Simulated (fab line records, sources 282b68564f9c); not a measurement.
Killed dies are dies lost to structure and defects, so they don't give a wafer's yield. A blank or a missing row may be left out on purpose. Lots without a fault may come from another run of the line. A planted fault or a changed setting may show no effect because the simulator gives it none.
Tool commonality check | flow rit_cmos | 14 lots, 48 wafers sampled

WHY IT WAS OPENED
At RIT_NSD_TW_MEAS_10 the reading NSD_TW is flagged on 2 of 14 lots. Wafers without a fault read 3119, standard deviation 31.
Rule: a lot is flagged when every wafer of it that has a number lies more than 4 standard deviations from that mean, or none has a number. The other lots count as sound.

lot  | measured    | on            | NSD_TW, wafer by wafer        | flag
L348 | day 2 23:34 | film_metro-03 | 3137 3155 3128                |
L349 | day 3 05:14 | film_metro-01 | 3120 3123 3112                |
L351 | day 3 15:04 | film_metro-01 | 3144 3124 3124                |
L357 | day 4 20:02 | film_metro-03 | 3445 3465 3450 3434 3448 3458 | FLAGGED
L358 | day 5 01:06 | film_metro-04 | 3355 3365 3377 3381 3376 3358 | FLAGGED
L360 | day 5 12:45 | film_metro-03 | 3136 3145 3125                |
L361 | day 5 16:04 | film_metro-04 | 3075 3101 3069                |
L362 | day 5 21:53 | film_metro-04 | 3088 3070 3070                |
L365 | day 6 13:35 | film_metro-04 | 3086 3102 3092                |
L366 | day 6 17:54 | film_metro-01 | 3190 3184 3182                |
L368 | day 7 03:57 | film_metro-03 | 3147 3144 3145                |
L369 | day 7 08:44 | film_metro-04 | 3069 3078 3075                |
L370 | day 7 15:41 | film_metro-03 | 3133 3139 3143                |
L371 | day 7 19:46 | film_metro-04 | 3079 3086 3086                |
The numbers of the flagged lots are 3409 on average: +290 against the usual, or +9 standard deviations.

WHICH TOOL RAN EACH LOT
The record holds 2 process steps before the reading, out of a route of 202 steps. In each cell: the tool, then ch and the chambers that the sampled wafers went through, then the start.
lot  | flag    | RIT_PLDD_STRIP_09                   | RIT_NSD_IMPLANT_08
L348 |         | plasma_asher-04 ch 0,1, day 2 19:28 | implanter-02 ch 0, day 2 23:14
L349 |         | plasma_asher-04 ch 0,1, day 3 00:57 | implanter-01 ch 0, day 3 04:54
L351 |         | plasma_asher-04 ch 0,1, day 3 10:52 | implanter-02 ch 0, day 3 14:44
L357 | FLAGGED | plasma_asher-04 ch 0,1, day 4 15:55 | implanter-04 ch 0, day 4 19:44
L358 | FLAGGED | plasma_asher-01 ch 0,1, day 4 21:01 | implanter-04 ch 0, day 5 00:46
L360 |         | plasma_asher-04 ch 0,1, day 5 08:41 | implanter-01 ch 0, day 5 12:28
L361 |         | plasma_asher-01 ch 0,1, day 5 11:59 | implanter-02 ch 0, day 5 15:47
L362 |         | plasma_asher-01 ch 0,1, day 5 17:31 | implanter-01 ch 0, day 5 21:34
L365 |         | plasma_asher-01 ch 0, day 6 09:22   | implanter-01 ch 0, day 6 13:16
L366 |         | plasma_asher-04 ch 0,1, day 6 13:43 | implanter-01 ch 0, day 6 17:36
L368 |         | plasma_asher-04 ch 0,1, day 6 23:50 | implanter-01 ch 0, day 7 03:37
L369 |         | plasma_asher-01 ch 0,1, day 7 04:30 | implanter-01 ch 0, day 7 08:25
L370 |         | plasma_asher-02 ch 1, day 7 11:14   | implanter-01 ch 0, day 7 15:21
L371 |         | plasma_asher-04 ch 0,1, day 7 15:28 | implanter-02 ch 0, day 7 19:28
What these steps do:
- RIT_PLDD_STRIP_09: strips in O2, time 180 s.
- RIT_NSD_IMPLANT_08
- RIT_NSD_TW_MEAS_10

FLAGGED OVER TOTAL, TOOL BY TOOL (the gauges that took the reading come last)
step               | tool            | lots run | flagged | share of the flagged lots | sound lots run after its first flagged lot
RIT_PLDD_STRIP_09  | plasma_asher-01 | 5        | 1       | some                      | 4 (L361,L362,L365,L369)
RIT_PLDD_STRIP_09  | plasma_asher-02 | 1        | 0       | none                      | -
RIT_PLDD_STRIP_09  | plasma_asher-04 | 8        | 1       | some                      | 4 (L360,L366,L368,L371)
RIT_NSD_IMPLANT_08 | implanter-01    | 8        | 0       | none                      | -
RIT_NSD_IMPLANT_08 | implanter-02    | 4        | 0       | none                      | -
RIT_NSD_IMPLANT_08 | implanter-04    | 2        | 2       | all                       | 0
RIT_NSD_TW_MEAS_10 | film_metro-01   | 3        | 0       | none                      | -
RIT_NSD_TW_MEAS_10 | film_metro-03   | 5        | 1       | some                      | 3 (L360,L368,L370)
RIT_NSD_TW_MEAS_10 | film_metro-04   | 6        | 1       | some                      | 5 (L361,L362,L365,L369,L371)

WHAT THE TABLE ALLOWS
1 row of the table ran every flagged lot: implanter-04 at RIT_NSD_IMPLANT_08.
- implanter-04 at RIT_NSD_IMPLANT_08: 2 of its 2 lots flagged. It ran no sound lot before its first flagged lot in this sample, so the start can't be narrowed down. Its own readings lie more than 4 standard deviations out on every wafer of the flagged lots: dose_ions_cm2, faraday_current_uA.
One tool is left: implanter-04 at RIT_NSD_IMPLANT_08.

WHAT THE SIMULATOR HAD PUT IN
Process parameter drift: implanter-04, from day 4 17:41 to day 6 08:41, at RIT_NSD_IMPLANT_08. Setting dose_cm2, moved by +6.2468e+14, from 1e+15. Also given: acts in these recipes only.
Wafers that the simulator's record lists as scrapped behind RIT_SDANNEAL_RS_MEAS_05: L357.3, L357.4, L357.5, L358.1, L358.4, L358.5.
Lots struck among those shown: L357, L358. The rule above found the same.
